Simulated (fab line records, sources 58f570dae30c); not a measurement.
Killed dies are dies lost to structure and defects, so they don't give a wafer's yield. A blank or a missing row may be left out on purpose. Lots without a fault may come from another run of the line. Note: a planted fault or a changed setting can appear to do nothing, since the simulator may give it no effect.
Comparing a struck lot with a sound one	flow berkeleyCmos170	15 out of 331 route steps
Sound: these wafers, L403.3, L403.4, L403.6. Struck: wafer L411.2. (L411.3, L411.5 of the same lot were not struck and are left out.) The cause comes at the end.
Per side, at each step with rows, come the tool, then ch with its chambers, and then its first start. Under that, the readings that differ: sound wafers	struck wafers	difference of the means	sigmas: that difference in standard deviations of wafers without a fault.
alike: readings whose means differ by less than 2 such deviations, and words and numbers that are the same on both sides. not compared: withheld readings, readings that some wafer has no value for, bounds like >300 that may hide the same value, and numbers for which the record gives no deviation and whose values overlap.
Wherever a step has rows on one side only, a row that says differs or no value, or a row with sigmas, the two part there. When numbers do not overlap yet have no deviation, they are printed without sigmas and do not part them. Lack of a reading on every wafer of one side parts them only where that side has two or more wafers.

UCB170_V1_CMP_02: polishes SiO2.
  sound on cmp-01 ch 1,3, day 7 04:04; struck on cmp-02 ch 2, day 9 09:34
reading	sound	struck	difference	sigmas
motorCurrentA (A)	15.7 16.1 15.3	18.8	+3.1	+3
  alike: headPressurePsi, platenRpm
UCB170_V1_BOW_MEAS_03:
  sound on filmMetro-01 at day 7 04:22; struck on filmMetro-03 at day 9 09:53
  alike: V1_BOW
UCB170_V1_THK_MEAS_04:
  sound on filmMetro-01 at day 7 04:28; struck on filmMetro-03 at day 9 10:00
  alike: V1_POLISHED_THK
then, 7 steps without rows for these wafers: UCB170_V1_CLEAN_05 (cleans in DIW); UCB170_V1_HMDS_06 (prime time 60 s); UCB170_V1_COAT_07 (resist thk 900 nm); UCB170_V1_SOFTBAKE_08 (time 60 s); UCB170_V1_EXPOSE_09 (exposes mask VIA1, target cd 700 nm); UCB170_V1_PEB_10; UCB170_V1_DEVELOP_11 (develop time 45 s).
UCB170_V1_CD_MEAS_12 targets a cd of 700 nm.
  sound on cdSem-01 at day 7 06:04; struck on cdSem-01 at day 9 11:57
reading	sound	struck	difference	sigmas
cdNm (nm)	698.6 699.7 700.0	702.6	+3.2	+2
UCB170_V1_OVL_MEAS_13:
  sound on overlay-02 at day 7 06:10; struck on overlay-02 at day 9 12:03
  alike: V1_OVL
UCB170_V1_ETCH_14: etches SiO2 in CHF3/CF4/Ar, stops on Al, target depth 1250 nm, time 291 s.
  sound on rieDiel-01 ch 1,2,3, day 7 06:11; struck on rieDiel-01 ch 0, day 9 12:05
reading	sound	struck	difference	sigmas
oesProductAu (a.u.)	0.867 0.898 0.889	1.003	+0.118	+7
runLengthS (s)	319.0 319.1 318.9	279.4	-39.6	-88
model.KrF_of_V1_COAT_07.thkNm (nm)	605 609.5 607.2	651.2	+44.0	
  alike: drypumpMotorCurrentA, mfcArSccm, throttleValvePct
  not compared: rfHoursCounterH
UCB170_V1_STRIP_15: strips in O2.
  sound on plasmaAsher-03 ch 0,1, day 7 06:25; struck on plasmaAsher-01 ch 0, day 9 12:16
reading	sound	struck	difference	sigmas
rfHoursCounterH (h)	- - -	46	no value on the sound wafers	
stripTimeToEndpointS (s)	15.20 15.30 15.25	16.22	+0.97	+8
  alike: drypumpMotorCurrentA, oesProductAu
UCB170_V1_CD_MEAS_90 targets a cd of 700 nm.
  sound on cdSem-02 at day 7 06:32; struck on cdSem-01 at day 9 12:23
reading	sound	struck	difference	sigmas
cdNm (nm)	697.8 698.9 700.1	702.4	+3.5	+2

== WHERE THEY PART ==
At UCB170_V1_CMP_02 first; at UCB170_V1_CD_MEAS_90 last (within this record only).

WHY: the cause the simulator had injected
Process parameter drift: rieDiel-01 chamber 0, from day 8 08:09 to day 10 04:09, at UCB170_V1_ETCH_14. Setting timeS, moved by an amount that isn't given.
